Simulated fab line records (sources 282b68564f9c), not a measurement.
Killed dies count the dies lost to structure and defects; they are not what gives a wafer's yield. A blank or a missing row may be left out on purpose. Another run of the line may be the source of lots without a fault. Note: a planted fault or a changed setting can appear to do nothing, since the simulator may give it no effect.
fab line records -- flow ritCmos
record lots=6, wafers=18, lastDay=7
route steps=202 shown ACTIVE@1 M1@202
lots untouched by any fault: they come from a run of this same line in which no faults occurred
startH: start of the lot's first displayed wafer, in hours after the record's first day -- waitH: hours from the lot's prior step to this one -- " identical to the entry in the row above -- L1.1+2: one row covering several wafers at once -- - no value, or no start given -- * or withheld: withheld -- < > ~ a bound
route shown NAME@n: a module of which the file shows steps, and the number in the route of the first -- usual: average and standard deviation across the fault-free wafers -- same: alike in all rows -- chamber/n: place in a boat -- sites: each site's reading -- _std_site: the values' standard deviation -- _edge_site: inner sites' mean taken away from outer sites' mean -- radiusMm: for every site, how far away it sits from the centre of the wafer -- mask NAME#n: copy n -- behind: the last tool/chamber to shape the wafer -- hold: why the lot was held/for how many hours/how that ended -- device: which transistor (n, p or np) failed to switch -- end of line: the same wafers' tests at the end of the route -- step lacking rows: just its recipe -- killed: not the wafer's yield, but the dies lost to structure and defects at the first sort -- map: dies across one wafer; x = killed, . = not, _ = none there
set.NAME: the setting the step ran with; set.NAME@STEP: the setting that earlier step ran with -- model.NAME: the simulator's own value behind a step, which no gauge read
certain route steps with their lots: each step a table, each wafer a row
services: from which hour (startH, from the record's first day; less than 0 if before it) a tool's chamber was out of use, for how many hours, and why
## steps
# step RIT_ACTIVE_BOW_MEAS_00
# recipe mode=bow
# usual INCOMING_BOW=0/6.1
lot.wafer,tool,chamber,startH,waitH,INCOMING_BOW[um]
L277.1,filmMetro-04,-,30.00,-,1
L277.3,filmMetro-04,-,30.00,-,-2
L277.5,filmMetro-04,-,30.00,-,11
L278.4,filmMetro-02,-,35.06,-,0
L278.5,filmMetro-02,-,35.06,-,1
L278.6,filmMetro-02,-,35.06,-,8
L280.1,filmMetro-04,-,45.00,-,-1
L280.3,filmMetro-04,-,45.00,-,-5
L280.5,filmMetro-04,-,45.00,-,-3
L287.1,filmMetro-03,-,80.00,-,-7
L287.5,filmMetro-03,-,80.00,-,-4
L287.6,filmMetro-03,-,80.00,-,5
L292.3,filmMetro-04,-,105.04,-,16
L292.4,filmMetro-04,-,105.04,-,-3
L292.6,filmMetro-04,-,105.04,-,-17
L296.1,filmMetro-03,-,125.00,-,-4
L296.3,filmMetro-03,-,125.00,-,-6
L296.4,filmMetro-03,-,125.00,-,0
# step RIT_ACTIVE_OXIDATION_01
# recipe tempC=994.5, ambient=O2, targetThkA=468, oxTimeS=3360
# step RIT_ACTIVE_THK_MEAS_02
# recipe reads=SiO2_of_ACTIVE_OXIDATION_01
# usual ACTIVE_OXIDE_THK=43.9/0.92
lot.wafer,tool,chamber,startH,waitH,ACTIVE_OXIDE_THK[nm]
L277.1,filmMetro-03,-,32.05,0.0,44.7
L277.3,filmMetro-03,-,32.05,0.0,44.4
L277.5,filmMetro-03,-,32.05,0.0,44.0
L278.4,filmMetro-03,-,40.78,0.0,44.9
L278.5,filmMetro-03,-,40.78,0.0,44.1
L278.6,filmMetro-03,-,40.78,0.0,44.7
L280.1,filmMetro-04,-,47.10,0.0,44.4
L280.3,filmMetro-04,-,47.10,0.0,44.3
L280.5,filmMetro-04,-,47.10,0.0,44.5
L287.1,filmMetro-03,-,82.81,0.0,43.7
L287.5,filmMetro-03,-,82.81,0.0,43.8
L287.6,filmMetro-03,-,82.81,0.0,43.8
L292.3,filmMetro-02,-,109.64,0.0,41.9
L292.4,filmMetro-02,-,109.64,0.0,42.0
L292.6,filmMetro-02,-,109.64,0.0,42.3
L296.1,filmMetro-04,-,128.10,0.0,44.2
L296.3,filmMetro-04,-,128.10,0.0,43.5
L296.4,filmMetro-04,-,128.10,0.0,44.0
# step RIT_ACTIVE_CVD_03
# recipe material=Si3N4, targetThkNm=150, tempC=810, precursor=SiH2Cl2/NH3, timeS=1500, pressureMtorr=300, sih2cl2FlowSccm=60, nh3FlowSccm=150
# usual nh3FlowSccm=150.0/0.47, pressureMtorr=300.0/0.56, spikeTcLoadC=833/4.1
lot.wafer,tool,chamber,startH,waitH,nh3FlowSccm,pressureMtorr,spikeTcLoadC
L277.1,lpcvd-01,1,32.27,0.2,149.4,300.5,829
L277.3,lpcvd-01,1,32.27,0.2,148.9,299.9,830
L277.5,lpcvd-01,1,32.27,0.2,150.2,301.0,829
L278.4,lpcvd-02,1,40.81,0.0,150.2,299.4,829
L278.5,lpcvd-02,1,40.81,0.0,149.9,300.3,828
L278.6,lpcvd-02,1,40.81,0.0,150.4,300.5,828
L280.1,lpcvd-01,0,47.16,0.1,149.2,300.2,833
L280.3,lpcvd-01,0,47.16,0.1,149.8,300.0,833
L280.5,lpcvd-01,0,47.16,0.1,150.2,300.4,834
L287.1,lpcvd-02,0,82.87,0.1,150.3,301.2,839
L287.5,lpcvd-02,0,82.87,0.1,150.4,300.4,839
L287.6,lpcvd-02,0,82.87,0.1,150.5,299.9,839
L292.3,lpcvd-02,0,109.68,0.0,150.0,300.0,838
L292.4,lpcvd-02,0,109.68,0.0,149.8,298.8,839
L292.6,lpcvd-02,0,109.68,0.0,149.8,299.3,838
L296.1,lpcvd-01,1,128.16,0.1,150.3,299.4,831
L296.3,lpcvd-01,1,128.16,0.1,150.2,300.6,829
L296.4,lpcvd-01,1,128.16,0.1,150.8,300.4,831
# step RIT_ACTIVE_THK_MEAS_04
# recipe reads=Si3N4_of_ACTIVE_CVD_03
# usual ACTIVE_NITRIDE_THK=150.4/1.4
lot.wafer,tool,chamber,startH,waitH,hold,ACTIVE_NITRIDE_THK[nm]
L277.1,filmMetro-02,-,33.69,0.0,-,150.7
L277.3,filmMetro-02,-,33.69,0.0,-,150.9
L277.5,filmMetro-02,-,33.69,0.0,-,150.4
L278.4,filmMetro-03,-,42.25,0.0,-,150.3
L278.5,filmMetro-03,-,42.25,0.0,-,149.2
L278.6,filmMetro-03,-,42.25,0.0,-,149.4
L280.1,filmMetro-03,-,48.58,0.0,-,150.8
L280.3,filmMetro-03,-,48.58,0.0,-,151.5
L280.5,filmMetro-03,-,48.58,0.0,-,151.2
L287.1,filmMetro-04,-,84.29,0.0,awaitDispo/0.2h/release,132.6
L287.5,filmMetro-04,-,84.29,0.0,awaitDispo/0.2h/release,133.0
L287.6,filmMetro-04,-,84.29,0.0,awaitDispo/0.2h/release,131.9
L287.1,filmMetro-04,-,84.52,0.2,-,132.5
L287.5,filmMetro-04,-,84.52,0.2,-,133.1
L287.6,filmMetro-04,-,84.52,0.2,-,131.9
L292.3,filmMetro-04,-,111.11,0.0,awaitDispo/0.2h/release,130.1
L292.4,filmMetro-04,-,111.11,0.0,awaitDispo/0.2h/release,132.0
L292.6,filmMetro-04,-,111.11,0.0,awaitDispo/0.2h/release,129.3
L292.3,filmMetro-04,-,111.40,0.3,-,130.2
L292.4,filmMetro-04,-,111.40,0.3,-,131.9
L292.6,filmMetro-04,-,111.40,0.3,-,129.4
L296.1,filmMetro-04,-,129.57,0.0,-,149.2
L296.3,filmMetro-04,-,129.57,0.0,-,149.7
L296.4,filmMetro-04,-,129.57,0.0,-,149.3
# step RIT_ACTIVE_COAT_06
# recipe resist=NOVOLAK, spinRpm=3250, resistThkNm=1000
# step RIT_ACTIVE_SOFTBAKE_07
# recipe resist=NOVOLAK, tempC=90, timeS=60
# step RIT_ACTIVE_EXPOSE_08
# recipe maskId=M1, na=0.6, sourceShape=conventional, sigmaOuter=0.6, targetCdNm=1400, doseMj=225
# step RIT_ACTIVE_PEB_09
# recipe resist=NOVOLAK, tempC=withheld, timeS=withheld
# step RIT_ACTIVE_DEVELOP_10
# recipe resist=NOVOLAK, developTimeS=50, devTempC=23
# step RIT_ACTIVE_CD_MEAS_11
# recipe targetCdNm=1400
# usual cdNm=1399.6/2.5
lot.wafer,tool,chamber,startH,waitH,hold,cdNm
L277.1,cdSem-02,-,34.73,-,-,1397.6
L277.3,cdSem-02,-,34.73,-,-,1400.1
L277.5,cdSem-02,-,34.73,-,-,1398.4
L278.4,cdSem-02,-,43.32,-,-,1402.5
L278.5,cdSem-02,-,43.32,-,-,1403.4
L278.6,cdSem-02,-,43.32,-,-,1404.0
L280.1,cdSem-02,-,49.62,-,-,1399.4
L280.3,cdSem-02,-,49.62,-,-,1399.4
L280.5,cdSem-02,-,49.62,-,-,1398.6
L287.1,cdSem-02,-,89.06,-,-,1396.4
L287.5,cdSem-02,-,89.06,-,-,1397.1
L287.6,cdSem-02,-,89.06,-,-,1395.1
L292.3,cdSem-01,-,115.34,-,awaitDispo/0.2h/release,1382.2
L292.4,cdSem-01,-,115.34,-,awaitDispo/0.2h/release,1379.1
L292.6,cdSem-01,-,115.34,-,awaitDispo/0.2h/release,1378.2
L292.3,cdSem-01,-,115.63,0.3,-,1382.2
L292.4,cdSem-01,-,115.63,0.3,-,1379.5
L292.6,cdSem-01,-,115.63,0.3,-,1378.6
L296.1,cdSem-01,-,130.48,-,-,1401.4
L296.3,cdSem-01,-,130.48,-,-,1398.7
L296.4,cdSem-01,-,130.48,-,-,1401.1
# step RIT_ACTIVE_ETCH_13
# recipe stopOn=SiO2, chemistry=SF6, target=Si3N4, timeS=210, overEtchFrac=0.4, SF6_flow_sccm=200, pressureMtorr=260, rfW=125, targetDepthA=2100
# usual drypumpMotorCurrentA=5.9/0.41, oesProductAu=0.820/0.014, throttleValvePct=7.47/0.11
lot.wafer,tool,chamber,startH,waitH,drypumpMotorCurrentA,oesProductAu,rfHoursCounterH,throttleValvePct,model.ACTIVE.cdNm
L277.1,rieDiel-04,1,35.00,0.1,5.9,0.801,104,7.34,1398
L277.3,rieDiel-04,0,35.00,0.1,5.9,0.844,107,7.50,1400
L277.5,rieDiel-04,0,35.00,0.1,5.9,0.832,-,7.49,1398
L278.4,rieDiel-04,0,43.60,0.1,5.8,0.837,-,7.52,1402
L278.5,rieDiel-04,1,43.60,0.1,5.9,0.807,-,7.34,1403
L278.6,rieDiel-04,2,43.60,0.1,6.2,0.825,-,7.48,1404
L280.1,rieDiel-04,0,50.02,0.1,5.9,0.834,108,7.50,1399
L280.3,rieDiel-04,3,50.02,0.1,6.2,0.805,0,7.52,1400
L280.5,rieDiel-04,1,50.02,0.1,5.9,0.807,-,7.33,1399
L287.1,rieDiel-04,0,89.33,0.1,5.9,0.789,108,7.51,1397
L287.5,rieDiel-04,3,89.33,0.1,6.1,0.768,-,7.53,1397
L287.6,rieDiel-04,0,89.33,0.1,5.9,0.768,-,7.49,1395
L292.3,rieDiel-04,3,118.05,0.1,6.1,0.754,1,7.53,1382
L292.4,rieDiel-04,2,118.05,0.1,6.2,0.776,140,7.49,1379
L292.6,rieDiel-04,1,118.05,0.1,5.9,0.744,-,7.35,1378
L296.1,rieDiel-04,3,130.75,0.1,6.1,0.810,1,7.53,1402
L296.3,rieDiel-04,2,130.75,0.1,6.2,0.827,141,7.50,1398
L296.4,rieDiel-04,0,130.75,0.1,5.9,0.834,110,7.50,-
# step RIT_ACTIVE_STRIP_14
# recipe chemistry=O2, timeS=180, resist=NOVOLAK, platenTempC=withheld, powerW=500, pressureMtorr=4000, o2FlowSccm=4000
# usual drypumpMotorCurrentA=5.4/0.44
lot.wafer,tool,chamber,startH,waitH,drypumpMotorCurrentA,rfHoursCounterH
L277.1,plasmaAsher-03,0,35.13,0.1,5.3,38
L277.3,plasmaAsher-03,1,35.13,0.1,5.2,-
L277.5,plasmaAsher-03,1,35.13,0.1,5.2,-
L278.4,plasmaAsher-02,0,43.72,0.1,5.7,-
L278.5,plasmaAsher-02,1,43.72,0.1,6.0,-
L278.6,plasmaAsher-02,0,43.72,0.1,5.7,-
L280.1,plasmaAsher-02,1,50.15,0.1,6.0,38
L280.3,plasmaAsher-02,0,50.15,0.1,5.7,-
L280.5,plasmaAsher-02,0,50.15,0.1,5.7,-
L287.1,plasmaAsher-01,1,89.46,0.1,5.9,31
L287.5,plasmaAsher-01,0,89.46,0.1,4.7,-
L287.6,plasmaAsher-01,1,89.46,0.1,5.9,-
L292.3,plasmaAsher-01,0,118.56,0.4,4.7,-
L292.4,plasmaAsher-01,1,118.56,0.4,5.9,-
L292.6,plasmaAsher-01,1,118.56,0.4,5.9,-
L296.1,plasmaAsher-03,0,130.89,0.1,5.3,1
L296.3,plasmaAsher-03,0,130.89,0.1,5.3,-
L296.4,plasmaAsher-03,1,130.89,0.1,5.2,-
# step RIT_M1_PROBE_99
# usual killedAtContacts=0.1/0.3, killedAtFrontEnd=6.7/2.6, killedDies=6.8/2.6, killedOpen=3.3/1.7, killedShort=3.4/2
# same grossDies=264, killed_at_M0_to_M3=0, killed_at_M4_up=0, killedAtBackSide=0, killedAtOther=0
lot.wafer,tool,chamber,startH,waitH,killedAtContacts,killedAtFrontEnd,killedDies,killedOpen,killedShort
L277.1,prober-01,-,83.94,0.1,0,8,8,5,3
L277.3,prober-01,-,84.04,0.2,0,11,11,1,10
L277.5,prober-01,-,84.14,0.2,0,4,4,3,1
L278.4,prober-02,-,89.54,0.2,1,9,10,7,3
L278.5,prober-02,-,89.59,0.2,0,5,5,3,2
L278.6,prober-02,-,89.64,0.2,0,5,5,3,2
L280.1,prober-02,-,97.91,0.1,0,5,5,2,3
L280.3,prober-02,-,98.01,0.2,0,6,6,5,1
L280.5,prober-02,-,98.11,0.2,0,5,5,4,1
L287.1,prober-01,-,140.12,0.1,0,8,8,2,6
L287.5,prober-01,-,140.32,0.2,0,7,7,5,2
L287.6,prober-01,-,140.37,0.2,0,8,8,3,5
L292.3,prober-02,-,173.06,0.2,0,9,9,3,6
L292.4,prober-02,-,173.11,0.2,0,5,5,3,2
L292.6,prober-02,-,173.21,0.2,0,6,6,2,4
# killed by level:class
L277.1 REOX:geometricParticle:short=2 FOX1:geometricParticle:short=1 FOX1:geometricParticle:open=1 GATE:geometricParticle:open=1 REOX:geometricParticle:open=1 SPACER:geometricParticle:open=1 SILICIDE:geometricParticle:open=1
L277.3 REOX:geometricParticle:short=6 GATE:geometricParticle:short=2 GATE:geometricParticle:open=1 SPACER:geometricParticle:short=1 SILICIDE:geometricParticle:short=1
L277.5 FOX1:geometricParticle:open=1 FOX1:geometricParticle:short=1 GATE:geometricParticle:open=1 SILICIDE:geometricParticle:open=1
L278.4 GATE:geometricParticle:open=6 FOX1:geometricParticle:open=1 SPACER:geometricParticle:short=1 SILICIDE:geometricParticle:short=1 CONTACT:geometricParticle:short=1
L278.5 SILICIDE:geometricParticle:short=2 GATE:geometricParticle:open=1 REOX:geometricParticle:open=1 SPACER:geometricParticle:open=1
L278.6 GATE:geometricParticle:open=2 GATE:geometricParticle:short=1 REOX:geometricParticle:short=1 SPACER:geometricParticle:open=1
L280.1 FOX1:geometricParticle:open=1 GATE:geometricParticle:short=1 SPACER:geometricParticle:short=1 SILICIDE:geometricParticle:open=1 SILICIDE:geometricParticle:short=1
L280.3 FOX2:geometricParticle:open=2 GATE:geometricParticle:open=2 GATE:geometricParticle:short=1 SILICIDE:geometricParticle:open=1
L280.5 FOX2:geometricParticle:short=1 FOX2:geometricParticle:open=1 GATE:geometricParticle:open=1 REOX:geometricParticle:open=1 SILICIDE:geometricParticle:open=1
L287.1 GATE:geometricParticle:short=3 SPACER:geometricParticle:short=3 REOX:geometricParticle:open=1 SPACER:geometricParticle:open=1
L287.5 FOX1:geometricParticle:open=1 GATE:geometricParticle:open=1 REOX:geometricParticle:open=1 SPACER:geometricParticle:open=1 SPACER:geometricParticle:short=1 SILICIDE:geometricParticle:open=1 SILICIDE:geometricParticle:short=1
L287.6 GATE:geometricParticle:open=3 GATE:geometricParticle:short=2 SPACER:geometricParticle:short=2 SILICIDE:geometricParticle:short=1
L292.3 FOX1:geometricParticle:short=2 SPACER:geometricParticle:open=2 FOX1:geometricParticle:open=1 FOX2:geometricParticle:short=1 GATE:geometricParticle:short=1 SPACER:geometricParticle:short=1 SILICIDE:geometricParticle:short=1
L292.4 SPACER:geometricParticle:open=2 FOX1:geometricParticle:short=1 FOX1:geometricParticle:open=1 SPACER:geometricParticle:short=1
L292.6 FOX2:geometricParticle:short=2 GATE:geometricParticle:short=1 GATE:geometricParticle:open=1 REOX:geometricParticle:short=1 SPACER:geometricParticle:open=1
## services
tool,chamber,startH,hours,kind
rieDiel-04,3,22.93,-,clean
rieDiel-04,3,22.93,23.6,scheduledDown
rieDiel-04,3,22.93,23.6,ventCycle
lpcvd-02,-,50.99,2.8,pm
plasmaAsher-02,-,67.06,1.2,repair
plasmaAsher-03,-,107.08,5.2,repair
plasmaAsher-03,-,112.27,9.0,pm
plasmaAsher-03,0,112.27,9.0,ventCycle
plasmaAsher-03,1,112.27,9.0,ventCycle
plasmaAsher-03,0,121.27,-,clean
plasmaAsher-03,1,121.27,-,clean
## key
firstSign step=RIT_ACTIVE_THK_MEAS_04, reading=visit, direction=added
effect step=RIT_ACTIVE_THK_MEAS_04, reading=ACTIVE_NITRIDE_THK, direction=down, sigmas=14, usual=150.4, struck=131.5
effect step=RIT_ACTIVE_CD_MEAS_11, reading=visit, direction=added, through=controlLoop
effect step=RIT_ACTIVE_ETCH_13, reading=oesProductAu, direction=down, sigmas=3.8, usual=0.820, struck=0.767, through=controlLoop
modelEffect step=RIT_ACTIVE_ETCH_13, value=ACTIVE.cdNm, without=1397, struck=1388
metAt RIT_ACTIVE_CVD_03
struckWafers L287.1,L287.5,L287.6,L292.3,L292.4,L292.6
testerLeftOut L287,L292
loopTrim step=RIT_ACTIVE_EXPOSE_08, setting=dose, lots=L292
fault kind=siteProfileDrift, tool=lpcvd-02, chamber=0, onsetH=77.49, steps=RIT_ACTIVE_CVD_03, basis=fraction, maxAbsDrift=0.27536, slopeSharePerHr=61.191, sitePattern=0,0,0,0,0,-1,-1,-1,-1
# testerLeftOut: of these lots the tester's yield and bins aren't shown, on N5 and GAA mostly nor the transistor test; their killed dies are dies lost to structure and defects alone, not to doping, threshold or leakage, so they don't give the yield
# loopTrim: a control loop set the setting to another value than it would have without faults
